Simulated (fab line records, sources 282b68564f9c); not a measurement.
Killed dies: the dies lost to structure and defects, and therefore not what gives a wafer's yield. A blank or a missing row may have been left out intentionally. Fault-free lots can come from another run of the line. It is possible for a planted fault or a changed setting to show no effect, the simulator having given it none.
Split-lot experiment -- flow rit cmos -- 5 lots, 23 wafers read, on a route of 202 steps

## ON THE SPLIT
At RIT_ACTIVE_COAT_06 (resist thk 1000 nm), the setting resist thk nm was moved away from the recipe's 1000 nm on 6 of the 23 wafers read, by -5.2% to +4.5%. The other wafers ran this setting at the recipe's value.

## FROM THE SPLIT TO THE READING: what the file shows between them, 4 steps
- RIT_ACTIVE_SOFTBAKE_07: time 60 s
- RIT_ACTIVE_EXPOSE_08: exposes mask M1, target cd 1400 nm
- RIT_ACTIVE_DEVELOP_10: develop time 50 s
- RIT_ACTIVE_HARDBAKE_12: time 60 s

## THE READING
NOVOLAK_of_ACTIVE_COAT_06.thk nm (the simulator's own value, which no gauge read), in nm, at RIT_ACTIVE_ETCH_13 (etches Si3N4 in SF6, stops on SiO2, time 210 s, target depth 210 nm). There is no usual value for it anywhere in the file. Across the 17 wafers here that went through the recipe, the average is 654.2 nm and the standard deviation 6.8 nm.

wafer,"tool, chamber at the split","resist thk nm as run, nm",against the recipe,"NOVOLAK_of_ACTIVE_COAT_06.thk nm, nm",against lot-mates on the recipe
L074.2,"litho track-04, 0",1000,recipe,658.7,-
L074.3,"litho track-04, 0",1000,recipe,653.2,-
L074.4,"litho track-04, 0",1000,recipe,654.7,-
L074.5,"litho track-04, 0",1000,recipe,651.8,-
L074.6,"litho track-04, 0",1000,recipe,653.9,-
L076.2,"litho track-04, 0",1036,+3.6%,672.5,+20.7
L076.3,"litho track-04, 0",1000,recipe,647.6,-
L076.4,"litho track-04, 0",1036,+3.6%,693.2,+41.4
L076.5,"litho track-04, 0",1000,recipe,646.4,-
L076.6,"litho track-04, 0",1000,recipe,661.4,-
L081.1,"litho track-03, 0",1000,recipe,660.2,-
L081.2,"litho track-03, 0",1000,recipe,641.2,-
L081.3,"litho track-03, 0",1045,+4.5%,699.3,+46.9
L081.4,"litho track-03, 0",1045,+4.5%,687.6,+35.2
L081.5,"litho track-03, 0",1000,recipe,655.7,-
L083.1,"litho track-01, 0",1000,recipe,641.5,-
L083.2,"litho track-01, 0",1000,recipe,664.8,-
L083.5,"litho track-01, 0",1000,recipe,650.8,-
L085.2,"litho track-01, 0",1000,recipe,655.6,-
L085.3,"litho track-01, 0",1000,recipe,662.2,-
L085.4,"litho track-01, 0",948.2,-5.2%,618.9,-40.9
L085.5,"litho track-01, 0",948.2,-5.2%,615.1,-44.7
L085.6,"litho track-01, 0",1000,recipe,661.5,-

FIT RESULTS
A straight line over all 23 wafers: NOVOLAK_of_ACTIVE_COAT_06.thk nm changes by +7.84 nm for each +1% of resist thk nm; r = +0.93; the points scatter about the line by 7.3 nm.
The same after taking each lot's own level away (the mean of its wafers on the recipe; 23 wafers): +8.61 nm for each +1%; r = +0.95; scatter 6.8 nm.
That fit puts the effect of the largest move of resist thk nm on the reading at 45 nm.
Measured against the standard deviation above, the lots' own levels, which go from 651.80 to 659.77 nm, span 1.2 times it.
The two slopes are in agreement: the lot-to-lot level therefore moves the slope only a little.
Check: for one of the wafers moved furthest among these (-5.2%), held out of the fit, the line's prediction against its lot-mates is -45.6 nm. It came out at -40.9 nm against them.

## ADDITIONAL SPLITS CARRIED BY THESE WAFERS
These wafers also went through other splits before the reading. Each is held against what the fit with the lots' levels taken away leaves over:
other split on the same wafers,wafers away from the commonest value,r with NOVOLAK_of_ACTIVE_COAT_06.thk nm (lot level and that fit taken away)
RIT_ACTIVE_CVD_03 sih2cl2 flow sccm,15,-0.05

## THE WHOLE CHAIN: every reading that the file lists as answering this split, in the file's order
step,what it does,reading,change (the file's fit),r (the file's)
RIT_ACTIVE_COAT_06,resist thk 1000 nm,"NOVOLAK_of_ACTIVE_COAT_06.thk nm (the simulator's own value, which no gauge read)",+10 nm for each +1% of the setting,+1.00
RIT_ACTIVE_HARDBAKE_12,time 60 s,"NOVOLAK_of_ACTIVE_COAT_06.thk nm (the simulator's own value, which no gauge read)",+8.79 nm for each +1% of the setting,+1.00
RIT_ACTIVE_ETCH_13,"etches Si3N4 in SF6, stops on SiO2, time 210 s, target depth 210 nm","NOVOLAK_of_ACTIVE_COAT_06.thk nm (the simulator's own value, which no gauge read)",+8.64 nm for each +1% of the setting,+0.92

## FILE'S OWN FIT
NOVOLAK_of_ACTIVE_COAT_06.thk nm changes by +8.64 nm for each +1% of resist thk nm, r = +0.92.
